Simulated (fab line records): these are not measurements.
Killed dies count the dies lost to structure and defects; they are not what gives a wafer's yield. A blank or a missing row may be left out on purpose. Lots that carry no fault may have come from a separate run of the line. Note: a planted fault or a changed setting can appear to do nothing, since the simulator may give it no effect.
fab line records    flow rit_cmos
record lots=5  wafers=15  last_day=7
route steps=202 shown NSD@131 PSD@142 SDANNEAL@153
lots with no fault: from the same line, run without faults
start_h: the number of hours between the record's first day and the start of the first shown wafer of the lot    wait_h: hours elapsed since this lot's preceding step    " unchanged from the row above    L1.1+2: a row that stands for several wafers    - no value, or no start was given    * or withheld: withheld    < > ~ a bound
route shown NAME@n: a module of which the file shows steps, and the number in the route of the first    usual: mean and standard deviation over wafers with no fault    same: alike in all rows    chamber/n: place in a boat    sites: per-site readings    _std_site: standard deviation across them    _edge_site: the outer-site mean with the inner-site mean subtracted    radius_mm: how far each site lies from the wafer's centre    mask NAME#n: copy n    behind: the last tool/chamber to shape the wafer    hold: cause of the lot's hold/its duration in hours/its outcome    device: the n, p or np transistor that did not switch    end of line: the same wafers' tests at the end of the route    a step with no rows: only its recipe    killed: at the first sort, the dies lost to defects and structure; wafer yield is something else    map: per-die view of a wafer (x killed, . not killed, _ where there is no die)
set.NAME: the run value of the setting; set.NAME@STEP: its run value at that earlier step    model.NAME: the simulator's own value behind a step, which no gauge read
lots at selected steps of the route; one table per step, one row per wafer
services: the hour from which a tool's chamber was out of use, counted from the record's first day as start_h (under 0 if before that day), plus the number of hours and why
## steps
# step RIT_NSD_HMDS_00
# recipe prime_time_s=60  prime_temp_c=140
lot.wafer   tool            chamber  start_h  wait_h
L074.2+3+5  litho_track-04  0        48.47    0.1
L089.3+4+5  litho_track-01  0        132.73   0.1
L090.1+2+5  litho_track-02  0        138.39   0.1
L095.2+4+5  litho_track-02  0        153.04   0.1
L097.1+2+3  litho_track-02  0        163.27   0.1
# step RIT_NSD_COAT_01
# recipe resist=NOVOLAK  spin_rpm=3250  resist_thk_nm=1000
lot.wafer   tool            chamber  start_h  wait_h
L074.2+3+5  litho_track-04  0        48.62    0.1
L089.3+4+5  litho_track-01  0        132.88   0.1
L090.1+2+5  litho_track-02  0        138.54   0.1
L095.2+4+5  litho_track-02  0        153.19   0.1
L097.1+2+3  litho_track-02  0        163.42   0.1
# step RIT_NSD_SOFTBAKE_02
# recipe resist=NOVOLAK  temp_c=90  time_s=60
# usual heater_power_total_W=34.55/0.052
lot.wafer  tool            chamber  start_h  wait_h  heater_power_total_W
L074.2     litho_track-04  0        48.77    0.1     34.56
L074.3     "               0        "        "       34.65
L074.5     "               0        "        "       34.52
L089.3     litho_track-01  0        133.03   0.1     34.47
L089.4     "               0        "        "       34.51
L089.5     "               0        "        "       34.51
L090.1     litho_track-02  0        138.69   0.1     34.57
L090.2     "               0        "        "       34.54
L090.5     "               0        "        "       34.50
L095.2     litho_track-02  0        153.34   0.1     34.62
L095.4     "               0        "        "       34.53
L095.5     "               0        "        "       34.54
L097.1     litho_track-02  0        163.57   0.1     34.55
L097.2     "               0        "        "       34.62
L097.3     "               0        "        "       34.58
# step RIT_NSD_EXPOSE_03
# recipe mask_id=M9  na=0.57  target_cd_nm=40700  dose_mj=250
# usual exposure_dose_mJ_cm2=250.03/0.24
lot.wafer  tool              chamber  start_h  wait_h  mask  exposure_dose_mJ_cm2
L074.2     iline_stepper-01  0        48.91    0.1     M9#0  250.09
L074.3     "                 0        "        "       M9#0  250.05
L074.5     "                 0        "        "       M9#0  249.82
L089.3     iline_stepper-01  0        133.19   0.1     M9#0  249.85
L089.4     "                 0        "        "       M9#0  250.01
L089.5     "                 0        "        "       M9#0  249.94
L090.1     iline_stepper-02  0        138.96   0.2     M9#0  250.03
L090.2     "                 0        "        "       M9#0  250.00
L090.5     "                 0        "        "       M9#0  250.06
L095.2     iline_stepper-01  0        153.49   0.1     M9#0  249.71
L095.4     "                 0        "        "       M9#0  249.92
L095.5     "                 0        "        "       M9#0  249.93
L097.1     iline_stepper-02  0        163.85   0.2     M9#0  250.06
L097.2     "                 0        "        "       M9#0  250.25
L097.3     "                 0        "        "       M9#0  250.27
# step RIT_NSD_PEB_04
# recipe resist=NOVOLAK  temp_c=withheld  time_s=withheld
lot.wafer   tool            chamber  start_h  wait_h
L074.2+3+5  litho_track-02  0        49.03    0.1
L089.3+4+5  litho_track-01  0        133.43   0.2
L090.1+2+5  litho_track-02  0        139.10   0.1
L095.2+4+5  litho_track-01  0        153.61   0.1
L097.1+2+3  litho_track-01  0        163.96   0.1
# step RIT_NSD_DEVELOP_05
# recipe resist=NOVOLAK  develop_time_s=50  dev_temp_c=23
lot.wafer   tool            chamber  start_h  wait_h
L074.2+3+5  litho_track-02  0        -        -
L089.3+4+5  litho_track-01  0        -        -
L090.1+2+5  litho_track-02  0        -        -
L095.2+4+5  litho_track-01  0        -        -
L097.1+2+3  litho_track-01  0        -        -
# step RIT_NSD_OVL_MEAS_06
# usual NSD_OVL=-0.4/1.3
lot.wafer  tool        chamber  start_h  wait_h  NSD_OVL[nm]
L074.2     overlay-01  -        49.30    -       0.4
L074.3     "           -        "        "       0.7
L074.5     "           -        "        "       -0.2
L089.3     overlay-01  -        133.68   -       -1.2
L089.4     "           -        "        "       -2.6
L089.5     "           -        "        "       -2.7
L090.1     overlay-01  -        139.38   -       0.4
L090.2     "           -        "        "       -1.6
L090.5     "           -        "        "       0.5
L095.2     overlay-02  -        153.88   -       -0.9
L095.4     "           -        "        "       0.0
L095.5     "           -        "        "       -0.7
L097.1     overlay-01  -        164.25   -       1.4
L097.2     "           -        "        "       0.5
L097.3     "           -        "        "       0.0
# step RIT_NSD_HARDBAKE_07
# recipe resist=NOVOLAK  temp_c=140  time_s=60
# usual heater_power_total_W=62.56/0.05
lot.wafer  tool            chamber  start_h  wait_h  heater_power_total_W
L074.2     litho_track-01  0        49.41    0.1     62.49
L074.3     "               0        "        "       62.51
L074.5     "               0        "        "       62.62
L089.3     litho_track-02  0        133.75   0.1     62.57
L089.4     "               0        "        "       62.57
L089.5     "               0        "        "       62.60
L090.1     litho_track-02  0        139.42   0.0     62.43
L090.2     "               0        "        "       62.48
L090.5     "               0        "        "       62.54
L095.2     litho_track-01  0        153.93   0.0     62.55
L095.4     "               0        "        "       62.58
L095.5     "               0        "        "       62.51
L097.1     litho_track-01  0        164.28   0.0     62.52
L097.2     "               0        "        "       62.55
L097.3     "               0        "        "       62.48
# step RIT_NSD_IMPLANT_08
# recipe species=P  energy_kev=25  dose_cm2=1.016e+15  tilt_deg=7
# usual end_station_pressure_torr=7.6e-06/3.6e-07  faraday_current_uA=3179/67
lot.wafer  tool          chamber  start_h  wait_h  end_station_pressure_torr  faraday_current_uA
L074.2     implanter-01  0        49.56    0.1     7.8e-06                    3273
L074.3     "             0        "        "       7.9e-06                    3143
L074.5     "             0        "        "       7.6e-06                    3134
L089.3     implanter-04  0        133.90   0.1     7.6e-06                    3174
L089.4     "             0        "        "       7.4e-06                    3239
L089.5     "             0        "        "       7.2e-06                    3279
L090.1     implanter-04  0        139.57   0.1     7.1e-06                    3213
L090.2     "             0        "        "       7.1e-06                    3183
L090.5     "             0        "        "       7.1e-06                    3098
L095.2     implanter-03  0        154.08   0.1     7.8e-06                    3146
L095.4     "             0        "        "       7.4e-06                    3317
L095.5     "             0        "        "       7.8e-06                    3235
L097.1     implanter-01  0        164.43   0.1     7.6e-06                    3238
L097.2     "             0        "        "       7e-06                      3260
L097.3     "             0        "        "       7.7e-06                    3211
# step RIT_NSD_STRIP_09
# recipe chemistry=O2  time_s=180  resist=NOVOLAK  platen_temp_c=withheld  power_w=500  pressure_mtorr=4000  o2_flow_sccm=4000
# usual chamber_pressure_mTorr=4000/3.7  drypump_motor_current_A=5.79/0.3  o2_flow_sccm=4001/12
lot.wafer  tool             chamber  start_h  wait_h  chamber_pressure_mTorr  drypump_motor_current_A  o2_flow_sccm  rf_hours_counter_h
L074.2     plasma_asher-01  0        49.68    0.1     3999                    5.65                     3999          41
L074.3     "                1        "        "       4001                    5.71                     3984          -
L074.5     "                0        "        "       3997                    5.65                     4018          -
L089.3     plasma_asher-04  1        134.06   0.1     4000                    5.29                     4007          -
L089.4     "                0        "        "       3994                    6.11                     4008          -
L089.5     "                1        "        "       3995                    5.32                     3997          -
L090.1     plasma_asher-04  0        139.72   0.1     4004                    6.11                     4005          2
L090.2     "                1        "        "       4000                    5.31                     4023          2
L090.5     "                0        "        "       3999                    6.14                     4020          -
L095.2     plasma_asher-01  1        154.21   0.1     4003                    5.78                     4014          54
L095.4     "                0        "        "       4001                    5.68                     3998          -
L095.5     "                1        "        "       4000                    5.83                     4010          -
L097.1     plasma_asher-01  1        164.58   0.1     3996                    5.74                     3999          55
L097.2     "                0        "        "       3999                    5.66                     3997          55
L097.3     "                0        "        "       4002                    5.66                     3996          -
# step RIT_NSD_TW_MEAS_10
# usual NSD_TW=3172/36
lot.wafer  tool           chamber  start_h  wait_h  NSD_TW
L074.2     film_metro-03  -        49.87    0.1     3163
L074.3     "              -        "        "       3158
L074.5     "              -        "        "       3149
L089.3     film_metro-01  -        134.19   0.1     3215
L089.4     "              -        "        "       3220
L089.5     "              -        "        "       3219
L090.1     film_metro-01  -        139.89   0.1     3215
L090.2     "              -        "        "       3210
L090.5     "              -        "        "       3190
L095.2     film_metro-04  -        154.39   0.1     3145
L095.4     "              -        "        "       3141
L095.5     "              -        "        "       3135
L097.1     film_metro-04  -        164.76   0.1     3132
L097.2     "              -        "        "       3158
L097.3     "              -        "        "       3140
# step RIT_PSD_HMDS_00
# recipe prime_time_s=60  prime_temp_c=140
lot.wafer   tool            chamber  start_h  wait_h
L074.2+3+5  litho_track-03  0        49.94    0.1
L089.3+4+5  litho_track-03  0        134.28   0.1
L090.1+2+5  litho_track-02  0        139.97   0.1
L095.2+4+5  litho_track-03  0        154.47   0.1
L097.1+2+3  litho_track-03  0        164.82   0.1
# step RIT_PSD_COAT_01
# recipe resist=NOVOLAK  spin_rpm=3250  resist_thk_nm=1000
lot.wafer   tool            chamber  start_h  wait_h
L074.2+3+5  litho_track-03  0        50.09    0.1
L089.3+4+5  litho_track-03  0        134.43   0.1
L090.1+2+5  litho_track-02  0        140.12   0.1
L095.2+4+5  litho_track-03  0        154.62   0.1
L097.1+2+3  litho_track-03  0        164.97   0.1
# step RIT_PSD_SOFTBAKE_02
# recipe resist=NOVOLAK  temp_c=90  time_s=60
# usual heater_power_total_W=34.55/0.051
lot.wafer  tool            chamber  start_h  wait_h  heater_power_total_W
L074.2     litho_track-03  0        50.24    0.1     34.60
L074.3     "               0        "        "       34.42
L074.5     "               0        "        "       34.56
L089.3     litho_track-03  0        134.58   0.1     34.59
L089.4     "               0        "        "       34.49
L089.5     "               0        "        "       34.57
L090.1     litho_track-02  0        140.27   0.1     34.60
L090.2     "               0        "        "       34.53
L090.5     "               0        "        "       34.59
L095.2     litho_track-03  0        154.77   0.1     34.55
L095.4     "               0        "        "       34.50
L095.5     "               0        "        "       34.58
L097.1     litho_track-03  0        165.12   0.1     34.57
L097.2     "               0        "        "       34.56
L097.3     "               0        "        "       34.53
# step RIT_PSD_EXPOSE_03
# recipe mask_id=M10  na=0.57  target_cd_nm=40900  dose_mj=250
# usual exposure_dose_mJ_cm2=249.93/0.24
lot.wafer  tool              chamber  start_h  wait_h  mask   exposure_dose_mJ_cm2
L074.2     iline_stepper-01  0        50.39    0.1     M10#0  250.06
L074.3     "                 0        "        "       M10#0  249.80
L074.5     "                 0        "        "       M10#0  249.68
L089.3     iline_stepper-01  0        134.81   0.2     M10#0  249.94
L089.4     "                 0        "        "       M10#0  250.07
L089.5     "                 0        "        "       M10#0  249.83
L090.1     iline_stepper-02  0        140.60   0.3     M10#0  250.36
L090.2     "                 0        "        "       M10#0  250.26
L090.5     "                 0        "        "       M10#0  249.95
L095.2     iline_stepper-01  0        155.06   0.3     M10#0  249.75
L095.4     "                 0        "        "       M10#0  249.66
L095.5     "                 0        "        "       M10#0  249.63
L097.1     iline_stepper-01  0        165.39   0.2     M10#0  249.40
L097.2     "                 0        "        "       M10#0  249.81
L097.3     "                 0        "        "       M10#0  249.61
# step RIT_PSD_PEB_04
# recipe resist=NOVOLAK  temp_c=withheld  time_s=withheld
lot.wafer   tool            chamber  start_h  wait_h
L074.2+3+5  litho_track-04  0        50.51    0.1
L089.3+4+5  litho_track-02  0        134.94   0.1
L090.1+2+5  litho_track-02  0        140.72   0.1
L095.2+4+5  litho_track-03  0        155.37   0.3
L097.1+2+3  litho_track-03  0        165.51   0.1
# step RIT_PSD_DEVELOP_05
# recipe resist=NOVOLAK  develop_time_s=50  dev_temp_c=23
lot.wafer   tool            chamber  start_h  wait_h
L074.2+3+5  litho_track-04  0        -        -
L089.3+4+5  litho_track-02  0        -        -
L090.1+2+5  litho_track-02  0        -        -
L095.2+4+5  litho_track-03  0        -        -
L097.1+2+3  litho_track-03  0        -        -
# step RIT_PSD_OVL_MEAS_06
# usual PSD_OVL=-1.5/1.3
lot.wafer  tool        chamber  start_h  wait_h  PSD_OVL[nm]
L074.2     overlay-01  -        50.78    -       1.1
L074.3     "           -        "        "       -0.6
L074.5     "           -        "        "       0.6
L089.3     overlay-02  -        135.18   -       -2.0
L089.4     "           -        "        "       -0.7
L089.5     "           -        "        "       -3.0
L090.1     overlay-01  -        141.00   -       -0.4
L090.2     "           -        "        "       -1.4
L090.5     "           -        "        "       -0.5
L095.2     overlay-02  -        155.63   -       -3.0
L095.4     "           -        "        "       -3.4
L095.5     "           -        "        "       -2.2
L097.1     overlay-01  -        165.79   -       -4.0
L097.2     "           -        "        "       -2.5
L097.3     "           -        "        "       -2.8
# step RIT_PSD_HARDBAKE_07
# recipe resist=NOVOLAK  temp_c=140  time_s=60
# usual heater_power_total_W=62.54/0.048
lot.wafer  tool            chamber  start_h  wait_h  heater_power_total_W
L074.2     litho_track-02  0        50.83    0.0     62.50
L074.3     "               0        "        "       62.53
L074.5     "               0        "        "       62.57
L089.3     litho_track-03  0        135.26   0.1     62.52
L089.4     "               0        "        "       62.49
L089.5     "               0        "        "       62.56
L090.1     litho_track-03  0        141.07   0.1     62.61
L090.2     "               0        "        "       62.59
L090.5     "               0        "        "       62.50
L095.2     litho_track-02  0        155.76   0.1     62.41
L095.4     "               0        "        "       62.49
L095.5     "               0        "        "       62.49
L097.1     litho_track-04  0        165.83   0.0     62.51
L097.2     "               0        "        "       62.57
L097.3     "               0        "        "       62.52
# step RIT_PSD_IMPLANT_08
# recipe species=BF2  energy_kev=27  dose_cm2=4.882e+15  tilt_deg=7
# usual end_station_pressure_torr=1.46e-05/1.4e-06  faraday_current_uA=12222/1100
lot.wafer  tool          chamber  start_h  wait_h  end_station_pressure_torr  faraday_current_uA
L074.2     implanter-04  0        50.98    0.1     1.22e-05                   11571
L074.3     "             0        "        "       1.3e-05                    11095
L074.5     "             0        "        "       1.21e-05                   11297
L089.3     implanter-01  0        135.41   0.1     1.84e-05                   14609
L089.4     "             0        "        "       1.66e-05                   14052
L089.5     "             0        "        "       1.54e-05                   14029
L090.1     implanter-02  0        141.22   0.1     1.49e-05                   12020
L090.2     "             0        "        "       1.33e-05                   11818
L090.5     "             0        "        "       1.46e-05                   12210
L095.2     implanter-01  0        155.91   0.1     1.62e-05                   14221
L095.4     "             0        "        "       1.57e-05                   14469
L095.5     "             0        "        "       1.54e-05                   14477
L097.1     implanter-02  0        165.98   0.1     1.45e-05                   12115
L097.2     "             0        "        "       1.43e-05                   11982
L097.3     "             0        "        "       1.41e-05                   11960
# step RIT_PSD_STRIP_09
# recipe chemistry=O2  time_s=180  resist=NOVOLAK  platen_temp_c=withheld  power_w=500  pressure_mtorr=4000  o2_flow_sccm=4000
# usual chamber_pressure_mTorr=4001/3.7  drypump_motor_current_A=5.90/0.23  o2_flow_sccm=4002/11
lot.wafer  tool             chamber  start_h  wait_h  chamber_pressure_mTorr  drypump_motor_current_A  o2_flow_sccm  rf_hours_counter_h
L074.2     plasma_asher-01  0        51.11    0.1     4004                    5.63                     3989          41
L074.3     "                1        "        "       4001                    5.79                     3985          -
L074.5     "                0        "        "       4002                    5.67                     3989          -
L089.3     plasma_asher-03  1        135.57   0.1     4001                    6.08                     4010          -
L089.4     "                0        "        "       4002                    6.16                     4008          -
L089.5     "                0        "        "       4000                    6.16                     4005          -
L090.1     plasma_asher-01  0        141.37   0.1     4002                    5.63                     4000          52
L090.2     "                1        "        "       4006                    5.79                     4016          52
L090.5     "                1        "        "       4001                    5.78                     3995          -
L095.2     plasma_asher-01  0        156.03   0.1     3999                    5.63                     3984          54
L095.4     "                0        "        "       4006                    5.64                     3985          -
L095.5     "                0        "        "       4005                    5.66                     3987          -
L097.1     plasma_asher-03  0        166.13   0.1     4004                    6.17                     4002          51
L097.2     "                1        "        "       4000                    6.08                     4011          51
L097.3     "                1        "        "       4006                    6.06                     4003          -
# step RIT_PSD_TW_MEAS_10
# usual PSD_TW=3442/38
lot.wafer  tool           chamber  start_h  wait_h  PSD_TW
L074.2     film_metro-03  -        51.29    0.1     3447
L074.3     "              -        "        "       3439
L074.5     "              -        "        "       3437
L089.3     film_metro-01  -        135.70   0.1     3527
L089.4     "              -        "        "       3522
L089.5     "              -        "        "       3510
L090.1     film_metro-04  -        141.55   0.1     3412
L090.2     "              -        "        "       3417
L090.5     "              -        "        "       3398
L095.2     film_metro-03  -        156.22   0.1     3442
L095.4     "              -        "        "       3447
L095.5     "              -        "        "       3433
L097.1     film_metro-03  -        166.30   0.1     3448
L097.2     "              -        "        "       3433
L097.3     "              -        "        "       3438
# step RIT_SDANNEAL_CLEAN_00
# recipe chemistry=SC1  mix=3:3:50  time_s=600  temp_c=75
lot.wafer   tool          chamber  start_h  wait_h
L074.2+3+5  wet_bench-01  1        51.34    0.0
L089.3+4+5  wet_bench-04  1        135.74   0.0
L090.1+2+5  wet_bench-01  1        141.61   0.1
L095.2+4+5  wet_bench-04  0        156.27   0.0
L097.1+2+3  wet_bench-01  0        166.36   0.1
# step RIT_SDANNEAL_CLEAN_01
# recipe chemistry=dHF  dilution=50:1  time_s=30
lot.wafer   tool          chamber  start_h  wait_h
L074.2+3+5  wet_bench-04  3        51.52    0.0
L089.3+4+5  wet_bench-01  0        136.09   0.0
L090.1+2+5  wet_bench-04  0        141.78   0.0
L095.2+4+5  wet_bench-01  2        156.44   0.0
L097.1+2+3  wet_bench-04  0        166.54   0.0
## services
tool              chamber  start_h  hours  kind
iline_stepper-02  -        44.25    6.6    repair
implanter-02      -        87.65    5.7    repair
implanter-01      -        91.33    1.1    repair
iline_stepper-02  -        106.89   30.5   repair
plasma_asher-04   -        108.84   9.0    pm
plasma_asher-04   0        108.84   9.0    vent_cycle
plasma_asher-04   1        108.84   9.0    vent_cycle
iline_stepper-02  0        114.04   -      calibration
plasma_asher-04   0        117.84   -      clean
plasma_asher-04   1        117.84   -      clean
wet_bench-01      -        121.96   4.6    repair
iline_stepper-01  0        131.76   -      calibration
iline_stepper-01  -        137.47   8.9    pm
implanter-02      -        140.11   1.0    repair
implanter-03      -        144.48   1.5    repair
## key
fault none
